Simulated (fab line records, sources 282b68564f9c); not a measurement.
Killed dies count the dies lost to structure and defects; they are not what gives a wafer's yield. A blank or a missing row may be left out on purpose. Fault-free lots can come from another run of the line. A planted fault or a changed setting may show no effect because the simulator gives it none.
Problem report, 8D (eight disciplines) form, completed by code ; flow rit cmos ; the parts of the form that need people (team, actions taken, sign-off) are left out

1. THE PROBLEM
Across 6 wafers from 2 lots, SPACER_NITRIDE_THK at RIT_SPACER_THK_MEAS_04 averages 273.0 nm, while fault-free wafers read 249.9 nm with a standard deviation of 2.1. That is +11 standard deviations from the usual mean.
Seen first at day 3 18:58 on film metro-01, wafer L209.1. At this step, 36 wafers from 12 lots have a number in the record. Rule for "out" (also "out of limits"): further than 4 standard deviations from the usual mean. The other wafers with a number count as sound.

2. WHAT IT IS, AND WHAT IT ISN'T
question;is;is not
which readings at this step;SPACER_NITRIDE_THK;-
which lots;L209, L210;L205, L206, L207, L212, L223, L224, L225, L226, L227, L228
which wafers of those lots;all that have a number;-
read on which gauges;film metro-01;film metro-02, film metro-04
when;from day 3 18:58;"up to then (9 sound wafers); but 21 sound wafers of L212, L223, L224, L225, L226, L227, L228 came after"

3. THE SUSPECTS, EACH WITH WHAT RULES IT OUT
Counting: a tool at any process step up to the reading remains a suspect when it ran all the lots that are out and ran no sound lot after the first of those.
- the gauge at RIT_SPACER_THK_MEAS_04: kept. All the wafers that are out were read on film metro-01, and no step on other tools shows them out.
- lpcvd-01 at RIT_SPACER_CVD_03 (deposits Si3N4 from SiH2Cl2/NH3, target thk 250 nm, time 3300 s): kept. Every lot that is out went through it, starting with L209 (day 3 17:02), and after that it ran no sound lot; the last sound lot it ran before then is L207 (day 3 06:42).
The count leaves film metro-01 at RIT_SPACER_THK_MEAS_04 and lpcvd-01 at RIT_SPACER_CVD_03.

4. THE CAUSE (what the simulator had put in)
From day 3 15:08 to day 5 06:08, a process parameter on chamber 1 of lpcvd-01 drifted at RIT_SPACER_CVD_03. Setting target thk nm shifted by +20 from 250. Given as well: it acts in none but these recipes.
Of the 2 suspects that counting leaves, this tool is one.

5. THE EFFECT CHAIN, in route order
Rows list readings where the struck wafers' mean (over those with a number) sits beyond 3 standard deviations from the usual. Scope: only readings with a usual standard deviation given in the record; hours: median across lots of the time from each lot's start at the first step in this table that gives one to its start at this step; sigmas: change in usual standard deviations.
hours;step;reading;usual;on struck wafers;change;sigmas
0;RIT_SPACER_THK_MEAS_04;SPACER_NITRIDE_THK;249.9 nm;273.0;+23.1;+11
0;RIT_SPACER_ETCHBACK_05;oes product au;0.842 a.u.;0.897;+0.055;+4.6
The process steps in it:
- RIT_SPACER_ETCHBACK_05: etches Si3N4 in SF6/CHF3, stops on SiO2, target depth 250 nm, time 240 s.

6. HOW IT WOULD HAVE BEEN CAUGHT EARLIER
4 hours passed between the start of the fault at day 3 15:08 and the first reading out of limits at a measuring or inspecting step in this record, taken at day 3 18:58.
Of the tool readings at RIT_SPACER_CVD_03 for which the record gives a usual standard deviation, none was out on any struck wafer, so an alarm limit of 4 standard deviations on them would not have fired.
L210, from the lots that are out (2), started RIT_SPACER_CVD_03 on lpcvd-01 later than day 3 18:58. A tool hold placed at that time would have kept it from harm.
